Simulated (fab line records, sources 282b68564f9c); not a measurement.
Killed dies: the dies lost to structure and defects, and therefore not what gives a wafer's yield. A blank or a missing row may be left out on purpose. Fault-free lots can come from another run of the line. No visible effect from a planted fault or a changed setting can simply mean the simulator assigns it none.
2 desks looking at one fault -- flow rit_cmos -- each desk holds nothing but its own numbers, with what lay behind them at the end

## AT THE METROLOGY DESK
What the gauges read, lot by lot, whatever tool the lot ran on: means of the sampled wafers that have a number. A lot is out of limits, marked OUT, if its mean lies more than 4 standard deviations from the usual mean; the brackets give that distance.
Columns: A = PLDD_TW at RIT_PLDD_TW_MEAS_10, usual 2347
lot,first seen here,A
L996,day 3 05:08,2328
L997,day 3 10:21,2360
L998,day 3 16:47,2354
L100,day 4 00:32,2328
L102,day 4 11:59,2349
L104,day 4 20:40,2366
L106,day 5 09:06,2338
L109,day 5 22:31,30 (-99 or more) OUT
L110,day 6 04:17,30 (-99 or more) OUT
L112,day 6 13:37,2348
L113,day 6 18:08,2340
L114,day 6 23:46,2341
L116,day 7 09:36,2354
L117,day 7 13:59,2364
This desk reports L109, L110 out of limits; the earliest was L109 at day 5 22:31 (PLDD_TW at RIT_PLDD_TW_MEAS_10). L996, L997, L998, L100, L102, L104, L106, L112, L113, L114, L116, L117 stayed within limits.

## FOR THE TOOL OWNER'S DESK: plasma_asher-01
The tool's own readings at RIT_NLDD_STRIP_09 (strips in O2, time 180 s): means of the sampled wafers that have a number, for each lot that ran on this tool. A lot is out of limits, marked OUT, if its mean lies more than 4 standard deviations from the usual mean; the brackets give that distance.
Columns: A = chamber_pressure_mTorr at RIT_NLDD_STRIP_09, usual 4000 mTorr; B = drypump_motor_current_A at RIT_NLDD_STRIP_09, usual 5.6 A
lot,first seen here,A,B
L996,day 3 03:25,4000,5.6
L112,day 6 12:03,3999,5.6
L114,day 6 22:10,4002,5.6
L116,day 7 08:02,3998,5.6
This desk's finding: nothing out of limits on any of the 4 lots.

## PUT TOGETHER
L109, L110 would have let the metrology desk raise an alarm at day 5 22:31.
The tool owner's desk saw nothing out of limits.
The tool owner's desk has no number on record for L109, L110.
All the named lots went through RIT_NLDD_STRIP_09 on plasma_asher-01.

## WHAT HAD BEEN PUT IN BY THE SIMULATOR
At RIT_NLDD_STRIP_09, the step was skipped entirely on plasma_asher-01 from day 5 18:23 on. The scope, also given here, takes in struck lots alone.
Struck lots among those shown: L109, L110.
Per desk, hours elapsed from the start of the fault to the first reading out of limits: for the metrology desk, 4.
